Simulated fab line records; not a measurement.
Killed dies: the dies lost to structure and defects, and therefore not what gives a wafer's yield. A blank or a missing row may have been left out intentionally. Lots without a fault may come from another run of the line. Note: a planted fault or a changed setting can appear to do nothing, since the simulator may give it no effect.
Struck lot and sound lot, side by side :: flow berkeley_cmos170 :: 15 out of 331 route steps
Sound: the wafers L705.2, L705.3, L705.6. Wafers L715.1, L715.4, L715.5 were the ones struck. At the end, the cause is stated.
Per side, at each step with rows, come the tool, then ch with its chambers, and then its first start. Under that, the readings that differ: sound wafers :: struck wafers :: difference of the means :: sigmas: that difference in standard deviations of wafers without a fault.
alike: a reading whose means differ by less than 2 such deviations, as well as words and numbers matching on both sides. not compared: withheld readings; readings where some wafer has no value; bounds like >300 that might hide an equal value; numbers whose values overlap and for which the record gives no deviation.
Wherever a step has rows on one side only, a row that says differs or no value, or a row with sigmas, the two part there. Numbers that don't overlap but have no deviation are shown without sigmas and don't part them. Lack of a reading on every wafer of one side parts them only where that side has two or more wafers.

UCB170_NWELL_ETCH_13: etches Si3N4 in CH3F/Ar/O2, stops on SiO2, target depth 246.4 nm, time 154 s.
  sound on rie_diel-03 ch 1,2,3, day 2 10:43; struck on rie_diel-03 ch 0,1,2, day 4 06:38
  alike: drypump_motor_current_A, oes_product_au, throttle_valve_pct
  not compared: rf_hours_counter_h
then, 1 step without rows for these wafers: UCB170_NWELL_IMPLANT_14.
UCB170_NWELL_STRIP_15: strips in O2.
  sound on plasma_asher-03 ch 0,1, day 2 10:58; struck on plasma_asher-03 ch 0,1, day 4 06:53
  alike: drypump_motor_current_A, o2_flow_sccm, oes_product_au, strip_time_to_endpoint_s
  not compared: rf_hours_counter_h
UCB170_NWELL_TW_MEAS_16:
  sound on film_metro-03 at day 2 11:04; struck on film_metro-01 at day 4 06:59
  alike: NWELL_TW
then, 6 steps without rows for these wafers: UCB170_NWELL_CLEAN_17 (cleans in SPM, time 600 s); UCB170_NWELL_WET_ETCH_18 (etches Si3N4 in H3PO4, time 14400 s); UCB170_NWELL_WET_ETCH_19 (etches SiO2 in BOE, time 22 s); UCB170_PWELL_CLEAN_00 (cleans in SPM, time 600 s); UCB170_PWELL_CLEAN_01 (cleans in dHF, time 60 s); UCB170_PWELL_OXIDATION_02 (target thk 26.4 nm, ox time 1260 s).
UCB170_PWELL_THK_MEAS_03:
  sound on film_metro-01 at day 2 18:41; struck on film_metro-01 at day 4 14:47
  alike: PWELL_OXIDE_THK
then, 1 step without rows for these wafers: UCB170_PWELL_ANNEAL_04 (time 900 s).
UCB170_PWELL_CVD_05: deposits Si3N4 from SiH2Cl2/NH3, target thk 220 nm, time 3300 s.
  sound on lpcvd-02 ch 0, day 2 22:25; struck on lpcvd-01 ch 1, day 4 18:47
  no value came back on the struck wafers for nh3_flow_sccm (sccm), pressure_mtorr (mTorr), spike_tc_load_C (C); on the sound wafers nh3_flow_sccm (sccm) reads 75.05 74.90 74.86
then, 1 step without rows for these wafers: UCB170_PWELL_HMDS_07 (prime time 60 s).
-- the record jumps here: 6 days lie between the struck wafers' starts before and after (it left off in module PWELL and takes up again in module M3, whose first step shown is number 331 of the route) --
UCB170_M3_PROBE_99:
  rows exist in the record for the struck wafers here (prober-01, day 10 15:36), but not for the sound ones

WHERE THEY PART
At UCB170_PWELL_CVD_05 first; at UCB170_M3_PROBE_99 last (within this record only).

WHY: the cause the simulator had injected
Whole step skipped at UCB170_PWELL_CVD_05 on lpcvd-01, starting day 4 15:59. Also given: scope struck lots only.
